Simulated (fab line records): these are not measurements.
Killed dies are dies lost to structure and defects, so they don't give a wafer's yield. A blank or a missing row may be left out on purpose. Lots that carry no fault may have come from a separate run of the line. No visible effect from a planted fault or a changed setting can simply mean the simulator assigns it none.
Which of the tools did it? + flow ritCmos + Sampling: 13 lots, 39 wafers, 6 of 202 route steps

WHAT THE GAUGES SHOWED, per wafer
RIT_FOX2_THK_MEAS_91. Usual: FIELD_OXIDE_LEFT_2_THK gives 259 nm (standard deviation 5.7).
| lot  | measured    | on           | FIELD_OXIDE_LEFT_2_THK (nm) | flag |
|------|-------------|--------------|-----------------------------|------|
| L413 | day 2 08:19 | filmMetro-02 | 269 260 261                 |      |
| L414 | day 2 13:01 | filmMetro-01 | 261 256 263                 |      |
| L417 | day 3 04:23 | filmMetro-02 | 264 265 260                 |      |
| L419 | day 3 14:59 | filmMetro-01 | 259 263 263                 |      |
| L420 | day 3 18:58 | filmMetro-01 | 259 269 264                 |      |
| L421 | day 4 00:48 | filmMetro-02 | 262 267 260                 |      |
| L422 | day 4 04:37 | filmMetro-04 | 263 266 263                 |      |
| L424 | day 4 16:10 | filmMetro-01 | 252 250 252                 |      |
| L425 | day 4 20:09 | filmMetro-04 | 263 257 259                 |      |
| L426 | day 5 01:19 | filmMetro-02 | 263 260 260                 |      |
| L432 | day 6 07:43 | filmMetro-02 | 254 254 258                 |      |
| L434 | day 6 17:51 | filmMetro-01 | 257 253 255                 |      |
| L436 | day 7 06:07 | filmMetro-04 | 252 251 260                 |      |

RIT_GATE_THK_MEAS_09. Usual: GATE_POLY_THK gives 240 nm (standard deviation 3).
| lot  | measured    | on           | GATE_POLY_THK (nm) | flag |
|------|-------------|--------------|--------------------|------|
| L413 | day 2 11:22 | filmMetro-04 | 239 237 239        |      |
| L414 | day 2 16:06 | filmMetro-04 | 237 240 239        |      |
| L417 | day 3 07:49 | filmMetro-02 | 238 238 241        |      |
| L419 | day 3 18:41 | filmMetro-04 | 240 238 238        |      |
| L420 | day 3 22:49 | filmMetro-04 | 239 239 240        |      |
| L421 | day 4 05:28 | filmMetro-04 | 238 238 238        |      |
| L422 | day 4 08:01 | filmMetro-04 | 239 237 239        |      |
| L424 | day 4 19:14 | filmMetro-04 | 236 235 237        |      |
| L425 | day 4 23:46 | filmMetro-04 | 238 237 237        |      |
| L426 | day 5 09:56 | filmMetro-04 | 245 244 244        |      |
| L432 | day 6 11:14 | filmMetro-02 | 239 241 239        |      |
| L434 | day 6 21:21 | filmMetro-02 | 239 240 241        |      |
| L436 | day 7 09:10 | filmMetro-02 | 239 238 238        |      |

RIT_PSD_TW_MEAS_10. Usual: PSD_TW gives 3404 (standard deviation 20).
| lot  | measured    | on           | PSD_TW         | flag |
|------|-------------|--------------|----------------|------|
| L413 | day 3 01:13 | filmMetro-03 | 3384 3374 3374 |      |
| L414 | day 3 06:31 | filmMetro-03 | 3364 3379 3387 |      |
| L417 | day 3 21:01 | filmMetro-01 | 3419 3413 3402 |      |
| L419 | day 4 08:15 | filmMetro-03 | 3374 3380 3388 |      |
| L420 | day 4 12:19 | filmMetro-03 | 3412 3392 3380 |      |
| L421 | day 4 19:11 | filmMetro-02 | 3389 3396 3388 |      |
| L422 | day 4 21:17 | filmMetro-01 | 3401 3401 3383 |      |
| L424 | day 5 08:32 | filmMetro-03 | 3401 3389 3405 |      |
| L425 | day 5 14:38 | filmMetro-03 | 3396 3388 3369 |      |
| L426 | day 5 23:02 | filmMetro-02 | 3421 3416 3426 |      |
| L432 | day 7 02:46 | filmMetro-03 | 3408 3404 3416 |      |
| L434 | day 7 12:10 | filmMetro-03 | 3397 3405 3403 |      |
| L436 | day 7 23:09 | filmMetro-03 | 3366 3400 3370 |      |

RIT_M1_RS_MEAS_01: measures by four-point-probe. Usual: M1_AL_RS gives 0.0736 ohm/sq (standard deviation 0.00089).
| lot  | measured    | on           | M1_AL_RS (ohm/sq)    | flag |
|------|-------------|--------------|----------------------|------|
| L413 | day 3 05:16 | filmMetro-02 | 0.0754 0.0746 0.0754 |      |
| L414 | day 3 10:31 | filmMetro-01 | 0.0737 0.0741 0.0737 |      |
| L417 | day 4 01:16 | filmMetro-02 | 0.0728 0.0723 0.0728 |      |
| L419 | day 4 12:26 | filmMetro-02 | 0.0733 0.0721 0.0728 |      |
| L420 | day 4 16:31 | filmMetro-03 | 0.0734 0.0736 0.0737 |      |
| L421 | day 4 23:22 | filmMetro-02 | 0.0738 0.0743 0.0730 |      |
| L422 | day 5 01:18 | filmMetro-01 | 0.0724 0.0728 0.0735 |      |
| L424 | day 5 12:44 | filmMetro-02 | 0.0736 0.0727 0.0722 |      |
| L425 | day 5 18:47 | filmMetro-03 | 0.0735 0.0727 0.0744 |      |
| L426 | day 6 03:02 | filmMetro-03 | 0.0735 0.0728 0.0726 |      |
| L432 | day 7 06:48 | filmMetro-03 | 0.0380 0.0380 0.0383 | OFF  |
| L434 | day 7 16:20 | filmMetro-03 | 0.0382 0.0384 0.0387 | OFF  |
| L436 | day 8 03:20 | filmMetro-01 | 0.0716 0.0719 0.0719 |      |

RIT_M1_THK_MEAS_02: measures by xrf. Usual: M1_AL_THK gives 393 nm (standard deviation 5.1).
| lot  | measured    | on           | M1_AL_THK (nm) | flag |
|------|-------------|--------------|----------------|------|
| L413 | day 3 05:22 | filmMetro-02 | 383 387 381    |      |
| L414 | day 3 10:38 | filmMetro-01 | 393 393 393    |      |
| L417 | day 4 01:23 | filmMetro-02 | 395 398 392    |      |
| L419 | day 4 12:32 | filmMetro-02 | 390 398 392    |      |
| L420 | day 4 16:38 | filmMetro-03 | 394 395 394    |      |
| L421 | day 4 23:29 | filmMetro-02 | 389 385 393    |      |
| L422 | day 5 01:25 | filmMetro-01 | 402 398 394    |      |
| L424 | day 5 12:50 | filmMetro-02 | 393 395 399    |      |
| L425 | day 5 18:54 | filmMetro-03 | 396 398 391    |      |
| L426 | day 6 03:10 | filmMetro-03 | 392 395 396    |      |
| L432 | day 7 06:55 | filmMetro-03 | 753 755 746    | OFF  |
| L434 | day 7 16:26 | filmMetro-03 | 754 748 740    | OFF  |
| L436 | day 8 03:27 | filmMetro-01 | 407 406 405    |      |

WHAT TOOL EACH LOT RAN ON (gives the tool, then ch and the chambers of the sampled wafers, and finally the start)
| lot  | RIT_M1_SPUTTER_00          |
|------|----------------------------|
| L413 | pvdSputter-04, day 3 04:56 |
| L414 | pvdSputter-01, day 3 10:13 |
| L417 | pvdSputter-04, day 4 00:58 |
| L419 | pvdSputter-02, day 4 12:07 |
| L420 | pvdSputter-04, day 4 16:13 |
| L421 | pvdSputter-01, day 4 23:04 |
| L422 | pvdSputter-04, day 5 00:59 |
| L424 | pvdSputter-04, day 5 12:25 |
| L425 | pvdSputter-01, day 5 18:29 |
| L426 | pvdSputter-04, day 6 02:45 |
| L432 | pvdSputter-04, day 7 06:30 |
| L434 | pvdSputter-04, day 7 16:00 |
| L436 | pvdSputter-02, day 8 03:02 |
- RIT_M1_SPUTTER_00: material Al, target thk 400 nm, time 500 s.

WHAT THE TOOLS THEMSELVES READ (means of the sampled wafers that have a number; where no wafer has one, the mark that the record gives instead)
RIT_M1_SPUTTER_00. Usual: chamberPressurePa 0.4000 Pa, standard deviation 0.0008; throttleValvePct 29.7 %, standard deviation 1.1.
| lot  | tool          | chamberPressurePa (Pa) | throttleValvePct (%) | flag |
|------|---------------|------------------------|----------------------|------|
| L413 | pvdSputter-04 | 0.4002                 | 30.4                 |      |
| L414 | pvdSputter-01 | 0.3994                 | 28.8                 |      |
| L417 | pvdSputter-04 | 0.4010                 | 29.5                 |      |
| L419 | pvdSputter-02 | 0.3998                 | 30.8                 |      |
| L420 | pvdSputter-04 | 0.4004                 | 29.9                 |      |
| L421 | pvdSputter-01 | 0.4003                 | 29.9                 |      |
| L422 | pvdSputter-04 | 0.4011                 | 30.2                 |      |
| L424 | pvdSputter-04 | 0.3996                 | 29.7                 |      |
| L425 | pvdSputter-01 | 0.3990                 | 29.3                 |      |
| L426 | pvdSputter-04 | 0.4000                 | 29.8                 |      |
| L432 | pvdSputter-04 | 0.4009                 | 29.4                 |      |
| L434 | pvdSputter-04 | 0.4000                 | 30.3                 |      |
| L436 | pvdSputter-02 | 0.4002                 | 29.9                 |      |

THE ANSWER, worked out from the rows above alone
Rule: take the mean of a lot's wafers that have a number; if it is more than 3 standard deviations from the usual mean, the lot is off. Also off: a lot with no number at a reading for which 4 or more lots have one. The other lots that the step has rows for count as sound. First the gauges in route order, then the tools' own readings, where a lot's mean is used as printed above. At the first step where some lot is off, the reading lying furthest off is the one used; lots without a number count as furthest.
Off: at RIT_M1_RS_MEAS_01 (M1_AL_RS), L432, L434.
A tool fits if, at a process step before that reading, it ran every lot that is off, and no sound lot after the first of them. Those tools and the gauges at RIT_M1_RS_MEAS_01 are tried in the same way. 2 tools fit, pvdSputter-04 at RIT_M1_SPUTTER_00 and filmMetro-03 at RIT_M1_RS_MEAS_01, so this cannot tell which one it is.

WHAT THE SIMULATOR HAD PUT IN
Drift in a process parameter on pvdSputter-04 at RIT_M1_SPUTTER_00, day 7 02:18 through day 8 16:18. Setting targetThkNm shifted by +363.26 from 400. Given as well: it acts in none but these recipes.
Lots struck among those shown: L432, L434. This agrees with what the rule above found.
